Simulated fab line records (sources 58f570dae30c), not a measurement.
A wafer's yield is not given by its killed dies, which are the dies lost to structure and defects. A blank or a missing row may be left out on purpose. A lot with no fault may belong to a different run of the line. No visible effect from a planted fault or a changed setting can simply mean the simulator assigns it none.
8D (eight disciplines) problem report, filled in by code :: flow berkeley_cmos170 :: the parts of the form that need people (team, actions taken, sign-off) are left out

1. WHAT WENT WRONG
Mean V1_POLISHED_THK at UCB170_V1_THK_MEAS_04: 1998.3 nm over 6 wafers in 2 lots; fault-free wafers: 1000.5 nm, standard deviation 1.2. So: +99 or more standard deviations from the usual mean.
Seen first at day 12 09:05 on film_metro-01, wafer L186.2. At this step, 42 wafers from 14 lots have a number in the record. By rule, "out" or "out of limits" means more than 4 standard deviations away from the usual mean. The other wafers with a number count as sound.

2. WHAT IT IS; WHAT IT IS NOT
question: which readings at this step
is: V1_POLISHED_THK
is not: -

question: which lots
is: L186, L190
is not: L170, L172, L173, L174, L176, L177, L179, L180, L183, L191, L192, L193

question: which wafers of those lots
is: all that have a number
is not: -

question: read on which gauges
is: film_metro-01, film_metro-04
is not: film_metro-03

question: when
is: from day 12 09:05
is not: up to then (27 sound wafers); but 9 sound wafers of L191, L192, L193 came after

3. THE SUSPECTS, EACH WITH WHAT RULES IT OUT
Counting: a tool at any process step up to the reading remains a suspect when it ran all the lots that are out and ran no sound lot after the first of those.
- ruled out: the gauge at UCB170_V1_THK_MEAS_04. 2 gauges (film_metro-01, film_metro-04) read the wafers that are out.
- cmp-01 at UCB170_V1_CMP_02 (polishes SiO2): ruled out as a lasting fault. After its first lot that is out, L186 (day 12 08:46), sound lots L191 ran on it.
Left after counting: nothing in the record.

4. THE CAUSE (what the simulator had put in)
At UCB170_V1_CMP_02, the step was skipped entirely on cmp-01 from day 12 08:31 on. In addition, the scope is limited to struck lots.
It was ruled out by counting, in error; the rule expects a fault to strike all lots run on its tool from its start on, and this fault did not.

5. THE CHAIN OF EFFECTS, in route order
Each row: a reading whose mean over the struck wafers that have a number lies more than 3 standard deviations from the usual. Only readings whose record carries a usual standard deviation are examined. hours: median over the lots of the time between each lot's start at the first step of this table that gives one and its start at this step. sigmas: the change, counted in usual standard deviations.
hours: 0
step: UCB170_V1_THK_MEAS_04
reading: V1_POLISHED_THK
usual: 1000.5 nm
on struck wafers: 1998.3
change: +997.8
sigmas: +99 or more

hours: 3
step: UCB170_V1_ETCH_14
reading: oes_product_au
usual: 0.874 a.u.
on struck wafers: 1.631
change: +0.757
sigmas: +58

hours: 14
step: UCB170_M3_PROBE_99
reading: defect_limited_yield
usual: 98.7 %
on struck wafers: 0.0
change: -98.7
sigmas: -99 or more

hours: 14
step: UCB170_M3_PROBE_99
reading: killed_at_M0_to_M3
usual: 0.9
on struck wafers: 261.8
change: +260.9
sigmas: +99 or more

hours: 14
step: UCB170_M3_PROBE_99
reading: killed_dies
usual: 3.4
on struck wafers: 264.0
change: +260.6
sigmas: +99 or more

hours: 14
step: UCB170_M3_PROBE_99
reading: killed_on_rim
usual: 1.0
on struck wafers: 70.0
change: +69.0
sigmas: +69

hours: 14
step: UCB170_M3_PROBE_99
reading: sort_bin_5_function
usual: 0.8 %
on struck wafers: 99.7
change: +98.9
sigmas: +99 or more

hours: 14
step: UCB170_M3_PROBE_99
reading: sort_n_pass
usual: 260.6
on struck wafers: 0.0
change: -260.6
sigmas: -99 or more

hours: 14
step: UCB170_M3_PROBE_99
reading: sort_yield_pct
usual: 98.7 %
on struck wafers: 0.0
change: -98.7
sigmas: -99 or more
Here are the process steps it includes:
- UCB170_V1_ETCH_14: etches SiO2 in CHF3/CF4/Ar, stops on Al, target depth 1250 nm, time 291 s.
- UCB170_M3_PROBE_99
Readings that are blank on the struck wafers while sound wafers have them: edge_zone_pressure_frac at UCB170_V1_CMP_02; head_pressure_psi at UCB170_V1_CMP_02; motor_current_A at UCB170_V1_CMP_02.

6. WHAT WOULD HAVE CAUGHT IT SOONER
In this record the first reading out of limits at a measuring or inspecting step was taken at day 12 09:05, 1 hour after the fault began at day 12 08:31.
At UCB170_V1_CMP_02 the tool's readings are blank on the struck wafers, where sound wafers have them: an empty tool record is the first sign, and it was there at once.
